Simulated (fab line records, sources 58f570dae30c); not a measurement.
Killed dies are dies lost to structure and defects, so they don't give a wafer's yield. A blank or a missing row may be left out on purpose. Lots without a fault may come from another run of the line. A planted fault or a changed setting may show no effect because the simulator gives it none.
fab line records | flow berkeley_cmos170
record lots=5 wafers=15 last_day=13
route steps=331 shown M1@238 M3@331
lots that met no fault: from a run of the same line without faults
start_h: hours from the record's first day to the start of the lot's first wafer shown | wait_h: hours since the lot's step before | " the same as in the row above | L1.1+2: a row that stands for several wafers | - no value, or no start given | * or withheld: withheld | < > ~ a bound
route shown NAME@n: a module of which the file shows steps, and the number in the route of the first | usual: mean/standard deviation of fault-free wafers | same: alike in all rows | chamber/n: place in a boat | sites: the reading at each site | _std_site: their standard deviation | _edge_site: outer sites' mean less inner sites' | radius_mm: how far each site lies from the wafer's centre | mask NAME#n: copy n | behind: the tool/chamber that last shaped the wafer | hold: why the lot was held/for how many hours/how that ended | device: the transistor (n, p or np) that didn't switch | end of line: the same wafers' tests at the end of the route | a step without rows: its recipe alone | killed: dies lost to structure and defects at the first sort, not the wafer's yield | map: a wafer's dies, x killed, . not, _ none there
set.NAME: the setting as run; set.NAME@STEP: as run at that earlier step | model.NAME: the simulator's own value behind a step, which no gauge read
lots at some steps of the route; a table a step, a row a wafer
services: from which hour (start_h, from the record's first day; less than 0 if before it) a tool's chamber was out of use, for how many hours, and why
## steps
# step UCB170_M1_SPUTTER_00
# recipe material=Al target_thk_nm=600 time_s=80 power_w=6000 chamber_pressure_pa=0.5
# usual chamber_pressure_pa=0.5001/0.0011 throttle_valve_pct=30.2/0.76
# columns lot.wafer tool chamber start_h wait_h chamber_pressure_pa throttle_valve_pct
L587.2 pvd_sputter-04 - 190.77 0.0 0.5005 30.3
L587.4 " - " " 0.4985 29.9
L587.6 " - " " 0.4997 30.0
L591.2 pvd_sputter-01 - 208.10 0.0 0.5021 30.7
L591.4 " - " " 0.5011 30.1
L591.5 " - " " 0.5022 30.8
L592.1 pvd_sputter-04 - 212.88 0.0 0.4995 30.1
L592.2 " - " " 0.5026 30.2
L592.4 " - " " 0.4986 28.8
L604.1 pvd_sputter-01 - 297.82 0.0 0.5006 31.0
L604.3 " - " " 0.4987 30.2
L604.5 " - " " 0.5016 30.6
L605.1 pvd_sputter-04 - 299.82 0.0 0.4985 30.5
L605.3 " - " " 0.5000 29.1
L605.5 " - " " 0.5021 28.9
# step UCB170_M1_RS_MEAS_01
# recipe thk_meas_gauge=four-point-probe reads=Al_of_M1_SPUTTER_00
# usual M1_AL_RS=0.0487/0.00042
# columns lot.wafer tool chamber start_h wait_h M1_AL_RS[ohm/sq]
L587.2 film_metro-01 - 190.85 0.1 0.0485
L587.4 " - " " 0.0488
L587.6 " - " " 0.0491
L591.2 film_metro-03 - 208.19 0.1 0.0485
L591.4 " - " " 0.0488
L591.5 " - " " 0.0485
L592.1 film_metro-01 - 212.94 0.0 0.0491
L592.2 " - " " 0.0491
L592.4 " - " " 0.0490
L604.1 film_metro-03 - 297.88 0.0 0.0486
L604.3 " - " " 0.0490
L604.5 " - " " 0.0482
L605.1 film_metro-01 - 299.88 0.0 0.0486
L605.3 " - " " 0.0484
L605.5 " - " " 0.0484
# step UCB170_M1_THK_MEAS_02
# recipe thk_meas_gauge=xrf reads=Al_of_M1_SPUTTER_00
# usual M1_AL_THK=582/6.2
# columns lot.wafer tool chamber start_h wait_h M1_AL_THK[nm]
L587.2 film_metro-01 - 190.96 0.1 579
L587.4 " - " " 577
L587.6 " - " " 573
L591.2 film_metro-03 - 208.30 0.1 584
L591.4 " - " " 581
L591.5 " - " " 582
L592.1 film_metro-01 - 213.06 0.1 577
L592.2 " - " " 577
L592.4 " - " " 578
L604.1 film_metro-03 - 298.00 0.1 585
L604.3 " - " " 579
L604.5 " - " " 587
L605.1 film_metro-01 - 300.00 0.1 587
L605.3 " - " " 587
L605.5 " - " " 588
# step UCB170_M1_COAT_03
# recipe resist=BARC temp_c=withheld time_s=withheld spin_rpm=3000 resist_thk_nm=withheld
# step UCB170_M1_COAT_04
# recipe resist=KrF spin_rpm=1500 resist_thk_nm=900
# step UCB170_M1_SOFTBAKE_05
# recipe resist=KrF temp_c=130 time_s=60
# step UCB170_M1_EXPOSE_06
# recipe mask_id=METAL1 target_cd_nm=700 na=0.5 sigma_outer=0.6 source_shape=conventional dose_mj=21
# step UCB170_M1_PEB_07
# recipe peb_temp_c=130 peb_time_s=withheld resist=KrF
# step UCB170_M1_DEVELOP_08
# recipe developer=TMAH develop_time_s=45 resist=KrF dev_temp_c=21
# step UCB170_M1_CD_MEAS_09
# recipe target_cd_nm=700
# usual cd_nm=700.3/1.5
# columns lot.wafer tool chamber start_h wait_h cd_nm
L587.2 cd_sem-01 - 191.87 - 698.1
L587.4 " - " " 698.2
L587.6 " - " " 698.0
L591.2 cd_sem-01 - 209.73 - 697.9
L591.4 " - " " 699.4
L591.5 " - " " 697.9
L592.1 cd_sem-01 - 214.19 - 700.4
L592.2 " - " " 702.3
L592.4 " - " " 700.6
L604.1 cd_sem-01 - 299.08 - 702.5
L604.3 " - " " 701.7
L604.5 " - " " 701.8
L605.1 cd_sem-01 - 300.91 - 701.1
L605.3 " - " " 701.6
L605.5 " - " " 701.5
# step UCB170_M1_OVL_MEAS_10
# usual M1_OVL=-1/5.9
# columns lot.wafer tool chamber start_h wait_h M1_OVL[nm]
L587.2 overlay-01 - 191.97 0.1 7
L587.4 " - " " 2
L587.6 " - " " 6
L591.2 overlay-01 - 209.84 0.1 -2
L591.4 " - " " -4
L591.5 " - " " -1
L592.1 overlay-01 - 214.31 0.1 -1
L592.2 " - " " 9
L592.4 " - " " 4
L604.1 overlay-02 - 299.20 0.1 8
L604.3 " - " " 8
L604.5 " - " " 8
L605.1 overlay-01 - 301.03 0.1 0
L605.3 " - " " -4
L605.5 " - " " -2
# step UCB170_M1_ETCH_11
# recipe chemistry=N2/H2 target_depth_a=withheld overetch_a=withheld target=BARC time_s=withheld source_w=500 bias_w=100 pressure_mtorr=30 n2_flow_sccm=100 h2_flow_sccm=200
# usual drypump_motor_current_A=5.61/0.3 oes_product_au=1.003/0.017 throttle_valve_pct=13.28/0.17
# columns lot.wafer tool chamber start_h wait_h drypump_motor_current_A oes_product_au throttle_valve_pct
L587.2 rie_diel-03 2 192.00 0.0 5.67 0.989 13.56
L587.4 " 0 " " 5.64 0.990 13.44
L587.6 " 2 " " 5.67 0.989 13.54
L591.2 rie_diel-02 1 209.87 0.0 5.62 1.006 13.43
L591.4 " 2 " " 5.34 0.975 13.28
L591.5 " 3 " " 6.02 0.988 13.18
L592.1 rie_diel-02 1 214.34 0.0 5.60 1.005 13.41
L592.2 " 2 " " 5.38 0.967 13.29
L592.4 " 3 " " 6.00 0.991 13.18
L604.1 rie_diel-03 0 299.24 0.0 5.65 0.982 13.45
L604.3 " 3 " " 4.97 0.999 13.17
L604.5 " 0 " " 5.65 0.989 13.46
L605.1 rie_diel-04 3 301.06 0.0 5.33 1.013 13.56
L605.3 " 1 " " 5.88 1.033 13.24
L605.5 " 1 " " 5.87 1.040 13.22
# step UCB170_M1_METAL_ETCH_12
# recipe chemistry=Cl2/BCl3 target=Al stop_on=PSG pressure_mtorr=12 target_depth_a=7800 over_etch_frac=0.3 time_s=130 icp_w=600 bias_w=120 Cl2_flow_sccm=90 bcl3_flow_sccm=45
# usual drypump_motor_current_A=5.7/0.35 oes_product_au=0.851/0.015 throttle_valve_pct=24.27/0.19
# columns lot.wafer tool chamber start_h wait_h drypump_motor_current_A oes_product_au rf_hours_counter_h throttle_valve_pct model.KrF_of_M1_COAT_04.thk_nm model.M1.cd_nm
L587.2 rie_metal-02 0 192.05 - 5.9 0.850 4 24.28 438.9 698.1
L587.4 " 1 " " 5.6 0.825 - 24.52 432.4 696.5
L587.6 " 0 " " 5.9 0.848 - 24.31 434.9 697.7
L591.2 rie_metal-03 1 209.95 - 5.5 0.866 - 23.97 419.1 698.4
L591.4 " 1 " " 5.5 0.861 - 23.97 419.1 700.1
L591.5 " 1 " " 5.5 0.871 - 23.97 422.7 698
L592.1 rie_metal-02 0 214.38 - 5.9 0.849 4 24.28 521.4 708.1
L592.2 " 1 " " 5.6 0.825 11 24.53 521.7 706.2
L592.4 " 1 " " 5.6 0.822 - 24.53 524.5 704.3
L604.1 rie_metal-02 0 299.28 - 6.0 0.856 6 24.28 448.4 704.6
L604.3 " 0 " " 6.0 0.850 - 24.28 444.9 701.6
L604.5 " 0 " " 5.9 0.863 - 24.29 449.1 704.3
L605.1 rie_metal-03 1 301.10 - 5.5 0.861 4 23.96 417.5 699.9
L605.3 " 0 " " 5.3 0.855 - 24.18 427.2 703.4
L605.5 " 0 " " 5.3 0.861 - 24.19 423.3 701.7
# step UCB170_M1_STRIP_13
# recipe chemistry=O2 power_w=400 pressure_mtorr=3500 platen_temp_c=withheld o2_flow_sccm=400 overash_fraction=0.5
# usual drypump_motor_current_A=6.04/0.24 oes_product_au=0.720/0.0045
# columns lot.wafer tool chamber start_h wait_h drypump_motor_current_A oes_product_au rf_hours_counter_h
L587.2 plasma_asher-03 0 192.18 0.1 5.95 0.724 44
L587.4 " 0 " " 5.97 0.724 -
L587.6 " 1 " " 5.96 0.720 -
L591.2 plasma_asher-03 0 210.17 0.2 5.93 0.722 46
L591.4 " 0 " " 5.97 0.721 -
L591.5 " 1 " " 5.98 0.715 -
L592.1 plasma_asher-04 0 214.52 0.1 6.31 0.717 49
L592.2 " 1 " " 5.74 0.727 49
L592.4 " 0 " " 6.30 0.725 -
L604.1 plasma_asher-03 0 299.55 0.2 6.00 0.722 54
L604.3 " 0 " " 5.99 0.716 -
L604.5 " 0 " " 5.98 0.719 -
L605.1 plasma_asher-04 1 301.24 0.1 5.72 0.722 58
L605.3 " 0 " " 6.34 0.706 -
L605.5 " 1 " " 5.74 0.724 -
# step UCB170_M1_CD_MEAS_90
# recipe target_cd_nm=700
# usual cd_nm=700.3/2.2
# columns lot.wafer tool chamber start_h wait_h cd_nm
L587.2 cd_sem-02 - 192.30 0.1 698.2
L587.4 " - " " 696.5
L587.6 " - " " 697.7
L591.2 cd_sem-02 - 210.29 0.1 698.5
L591.4 " - " " 699.9
L591.5 " - " " 697.9
L592.1 cd_sem-02 - 214.62 0.1 707.8
L592.2 " - " " 706.2
L592.4 " - " " 704.3
L604.1 cd_sem-01 - 299.65 0.1 704.8
L604.3 " - " " 701.6
L604.5 " - " " 704.6
L605.1 cd_sem-02 - 301.34 0.1 700.2
L605.3 " - " " 702.9
L605.5 " - " " 701.6
# step UCB170_M1_ANNEAL_14
# recipe temp_c=400 time_s=1200 ambient=forming_gas
# step UCB170_M3_PROBE_99
# columns lot.wafer tool chamber start_h wait_h model.etest.m1_comb_over_steps.leak_log10_a_um model.etest.ring.quiet_log10_a model.etest.antenna_m1.vt_shift_v
L587.2 prober-01 - 206.92 0.1 -12.74 -8.764 -0.001551
L587.4 prober-01 - 207.02 0.2 -12.87 -8.806 -0.003073
L587.6 prober-01 - 207.12 0.2 -12.81 -8.728 -0.01204
L591.2 prober-02 - 223.65 0.1 -12.79 -8.753 -0.005028
L591.4 prober-02 - 223.75 0.2 -12.83 -8.663 -0.01041
L591.5 prober-02 - 223.80 0.2 -12.89 -8.734 -0.009204
L592.1 prober-01 - 228.22 0.1 -5.155 -3.219 -0.00231
L592.2 prober-01 - 228.27 0.1 -4.992 -3.004 0.002187
L592.4 prober-01 - 228.37 0.2 -4.735 -2.871 -0.00626
L604.1 prober-02 - 312.60 0.1 -12.67 -8.879 -0.008559
L604.3 prober-02 - 312.70 0.2 -12.8 -8.77 -0.01043
L604.5 prober-02 - 312.80 0.2 -12.75 -8.721 -0.01244
L605.1 prober-02 - 316.88 0.1 -12.9 -8.82 -0.007564
L605.3 prober-02 - 316.98 0.2 -12.58 -9.006 -0.009132
L605.5 prober-02 - 317.08 0.2 -12.91 -8.772 -0.01044
# killed by level:class
L587.2 WELLDRIVE:geometric_particle:open=1 CONTACT:geometric_particle:short=1 M2:geometric_particle:short=1 V2:geometric_particle:open=1
L587.4 START:geometric_particle:open=2 START:geometric_particle:short=1 SPACER:geometric_particle:open=1 PWELL:area_etch=1
L587.6 V1:geometric_particle:short=1
L591.2 SACOX:geometric_particle:open=1 M2:geometric_particle:short=1
L591.4 GATE:geometric_particle:open=1
L591.5 WELLDRIVE:geometric_particle:open=2 WELLDRIVE:geometric_particle:short=1
L604.1 CONTACT:geometric_particle:short=1 V1:geometric_particle:open=1
L604.5 GATE:geometric_particle:short=1 V2:geometric_particle:open=1
L605.1 SCREENOX:geometric_particle:short=1 SILICIDE:geometric_particle:short=1
L605.3 FIELD:geometric_particle:open=1 V1:geometric_particle:short=1
L605.5 SPACER:geometric_particle:short=1 SILICIDE:geometric_particle:open=1
## services
# columns tool chamber start_h hours kind
rie_diel-04 0 179.87 - clean
rie_diel-04 0 179.87 18.6 scheduled_down
rie_diel-04 0 179.87 18.6 vent_cycle
rie_diel-02 - 200.39 2.8 pm
rie_metal-03 0 203.25 - clean
rie_metal-03 0 203.25 18.1 scheduled_down
rie_metal-03 0 203.25 18.1 vent_cycle
rie_diel-02 1 215.61 - clean
rie_diel-02 1 215.61 14.3 scheduled_down
rie_diel-02 1 215.61 14.3 vent_cycle
rie_diel-04 3 220.08 4.7 repair
pvd_sputter-04 - 222.41 13.0 repair
plasma_asher-03 - 232.69 2.1 repair
rie_diel-03 - 235.83 0.6 repair
rie_diel-04 - 240.21 0.4 repair
plasma_asher-03 - 243.55 7.9 repair
rie_diel-04 0 275.84 6.7 repair
rie_metal-02 1 290.03 - clean
rie_metal-02 1 290.03 23.4 scheduled_down
rie_metal-02 1 290.03 23.4 vent_cycle
rie_diel-03 2 291.31 8.5 repair
## key
first_sign step=UCB170_M1_CD_MEAS_90 reading=cd_nm direction=up sigmas=2.6 usual=700.3 struck=706.1
effect none on later readings
model_effect step=UCB170_M1_METAL_ETCH_12 value=KrF_of_M1_COAT_04.thk_nm without=439.5 struck=522.5
model_effect step=UCB170_M3_PROBE_99 value=etest.m1_comb_over_steps.leak_log10_a_um without=-12.83 struck=-4.961
met_at UCB170_M1_METAL_ETCH_12
struck_wafers L592.1,L592.2,L592.4
sort_left_out L592.1,L592.2,L592.4
onset_between 192.05 214.38
also_fits UCB170_M1_ETCH_11:rie_diel-02
fault kind=process_parameter_drift tool=rie_metal-02 chamber=- onset_h=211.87 steps=UCB170_M1_METAL_ETCH_12 channel=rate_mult offset=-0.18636 shape=step end_h=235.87
# sort_left_out: the simulated sort isn't trusted on such a fault, so these wafers' sort isn't shown, and their yield isn't known
